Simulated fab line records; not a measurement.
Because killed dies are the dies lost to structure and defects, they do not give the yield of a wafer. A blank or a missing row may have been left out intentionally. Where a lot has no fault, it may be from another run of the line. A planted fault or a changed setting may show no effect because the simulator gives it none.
Struck lot and sound lot, side by side || flow rit_cmos || 15 steps out of a route of 202
Sound: these wafers, L644.1, L644.2, L644.5. Struck: wafers L650.3, L650.5 (left out: L650.6, a lot-mate that was not struck); the cause follows at the end.
Order at every step that has rows: each side's tool, ch and its chambers, its first start. Under that, the readings that differ: sound wafers || struck wafers || difference of the means || sigmas: that difference in standard deviations of wafers without a fault.
alike: readings with means less than 2 such deviations apart, plus words and numbers identical on both sides. not compared: withheld readings, readings lacking a value on some wafer, bounds such as >300 that could conceal the same value, and numbers that have no deviation in the record and whose values overlap.
A row with sigmas, a row that says differs or no value, or rows on one side alone: a step with any of these is where the two part. Numbers that have no deviation but don't overlap get no sigmas and don't part them. Lack of a reading on every wafer of one side parts them only where that side has two or more wafers.

RIT_ACTIVE_THK_MEAS_02:
  struck on film_metro-03, day 4 15:04; sound on film_metro-04, day 3 12:12
  alike: ACTIVE_OXIDE_THK
then, 1 step without rows for these wafers: RIT_ACTIVE_CVD_03 (deposits Si3N4 from SiH2Cl2/NH3, target thk 150 nm, time 1500 s).
RIT_ACTIVE_THK_MEAS_04:
  struck on film_metro-01, day 4 17:21; sound on film_metro-04, day 3 13:40
  alike: ACTIVE_NITRIDE_THK
then, 6 steps without rows for these wafers: RIT_ACTIVE_HMDS_05 (prime time 60 s); RIT_ACTIVE_COAT_06 (resist thk 1000 nm); RIT_ACTIVE_SOFTBAKE_07 (time 60 s); RIT_ACTIVE_EXPOSE_08 (exposes mask M1, target cd 1400 nm); RIT_ACTIVE_PEB_09; RIT_ACTIVE_DEVELOP_10 (develop time 50 s).
RIT_ACTIVE_CD_MEAS_11 targets a cd of 1400 nm.
  struck on cd_sem-01, day 4 18:25; sound on cd_sem-02, day 3 14:35
  alike: cd_nm
then, 1 step without rows for these wafers: RIT_ACTIVE_HARDBAKE_12 (time 60 s).
RIT_ACTIVE_ETCH_13: etches Si3N4 in SF6, stops on SiO2, time 210 s, target depth 210 nm.
  sound on rie_diel-03 ch 0,2, day 3 14:51; struck on rie_diel-02 ch 0,1, day 4 18:38
  alike: drypump_motor_current_A, oes_product_au, throttle_valve_pct
  not compared: rf_hours_counter_h
RIT_ACTIVE_STRIP_14: strips in O2, time 180 s.
  sound on plasma_asher-01 ch 0,1, day 3 14:59; struck on plasma_asher-04 ch 1, day 4 18:50
{"reading": "chamber_pressure_mTorr (mTorr)", "sound": "3994 4002 4000", "struck": "4801 4800", "difference": "+802", "sigmas": "+99 or more"}
{"reading": "drypump_motor_current_A (A)", "sound": "6.1 5.6 6.1", "struck": "5.1 5.1", "difference": -0.8, "sigmas": -2}
  not compared: rf_hours_counter_h
RIT_ACTIVE_CD_MEAS_90 targets a cd of 1400 nm.
  struck on cd_sem-01, day 4 18:59; sound on cd_sem-01, day 3 15:10
  alike: cd_nm
-- the record jumps here: 2 days lie between the struck wafers' starts before and after (it left off in module ACTIVE and takes up again in module M1, whose first step shown is number 202 of the route) --
RIT_M1_PROBE_99:
  record: rows for the struck wafers here (prober-01, day 6 20:35), none for the sound ones

## WHERE THEY PART
Earliest at RIT_ACTIVE_STRIP_14; latest, in this record, at RIT_M1_PROBE_99.

WHY: whatever the simulator had introduced
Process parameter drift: plasma_asher-04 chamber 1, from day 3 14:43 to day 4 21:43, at RIT_ACTIVE_STRIP_14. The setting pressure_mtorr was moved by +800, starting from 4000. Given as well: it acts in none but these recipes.
